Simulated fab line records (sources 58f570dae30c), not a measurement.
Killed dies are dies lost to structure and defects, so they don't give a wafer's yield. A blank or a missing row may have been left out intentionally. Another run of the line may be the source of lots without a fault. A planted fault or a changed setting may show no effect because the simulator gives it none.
Struck lot and sound lot, side by side | flow berkeley cmos170 | 14 steps out of a route of 331
Sound: the wafers L257.1, L257.3, L257.5. Wafers struck: L264.2, L264.5, L264.6. Last of all comes the cause.
Each step with rows lists, per side, the tool, then ch with its chambers, then its first start. Under that, the readings that differ: sound wafers | struck wafers | difference of the means | sigmas: that difference in standard deviations of wafers without a fault.
alike: words and numbers the same on both sides, and readings whose means are apart by under 2 such deviations; not compared: readings that were withheld, readings missing a value for some wafer, numbers with overlapping values and no deviation given by the record, and bounds like >300 which may hide the same value.
Wherever a step has rows on one side only, a row that says differs or no value, or a row with sigmas, the two part there. Numbers that don't overlap but have no deviation are shown without sigmas and don't part them. A reading missing from all wafers of one side parts the sides only when that side holds two or more wafers.

UCB170_NWELL_OVL_MEAS_12:
  sound on overlay-02 at day 4 05:35; struck on overlay-02 at day 5 13:35
  alike: NWELL_OVL
UCB170_NWELL_ETCH_13: etches Si3N4 in CH3F/Ar/O2, stops on SiO2, target depth 246.4 nm, time 154 s.
  sound on rie diel-01 ch 0,1,2, day 4 05:38; struck on rie diel-01 ch 0,1,3, day 5 13:37
  alike: drypump motor current A, oes product au, throttle valve pct
  not compared: rf hours counter h
then, 1 step without rows for these wafers: UCB170_NWELL_IMPLANT_14.
UCB170_NWELL_STRIP_15: strips in O2.
  sound on plasma asher-02 ch 1, day 4 05:53; struck on plasma asher-03 ch 0,1, day 5 13:52
  alike: drypump motor current A, o2 flow sccm, oes product au, strip time to endpoint s
  not compared: rf hours counter h
UCB170_NWELL_TW_MEAS_16:
  sound on film metro-04 at day 4 05:59; struck on film metro-01 at day 5 13:58
  alike: NWELL_TW
then, 6 steps without rows for these wafers: UCB170_NWELL_CLEAN_17 (cleans in SPM, time 600 s); UCB170_NWELL_WET_ETCH_18 (etches Si3N4 in H3PO4, time 14400 s); UCB170_NWELL_WET_ETCH_19 (etches SiO2 in BOE, time 22 s); UCB170_PWELL_CLEAN_00 (cleans in SPM, time 600 s); UCB170_PWELL_CLEAN_01 (cleans in dHF, time 60 s); UCB170_PWELL_OXIDATION_02 (target thk 26.4 nm, ox time 1260 s).
UCB170_PWELL_THK_MEAS_03:
  sound on film metro-04 at day 4 13:45; struck on film metro-04 at day 6 01:50
  alike: PWELL_OXIDE_THK
UCB170_PWELL_ANNEAL_04: time 900 s.
  struck on furnace-02, day 6 07:38; sound on furnace-02 ch 0, day 4 17:58
  no value came back on the struck wafers for spike tc centre C (C), spike tc load C (C), spike tc source C (C), tube_center_temp_C_max; on the sound wafers spike tc centre C (C) reads 1002.3 1003.3 1002.4
then, 1 step without rows for these wafers: UCB170_PWELL_CVD_05 (deposits Si3N4 from SiH2Cl2/NH3, target thk 220 nm, time 3300 s).

== WHERE THEY PART ==
Only at UCB170_PWELL_ANNEAL_04, within this record.

WHY: whatever the simulator had introduced
Step skipped in full: furnace-02, at UCB170_PWELL_ANNEAL_04, from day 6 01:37 onward. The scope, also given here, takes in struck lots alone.
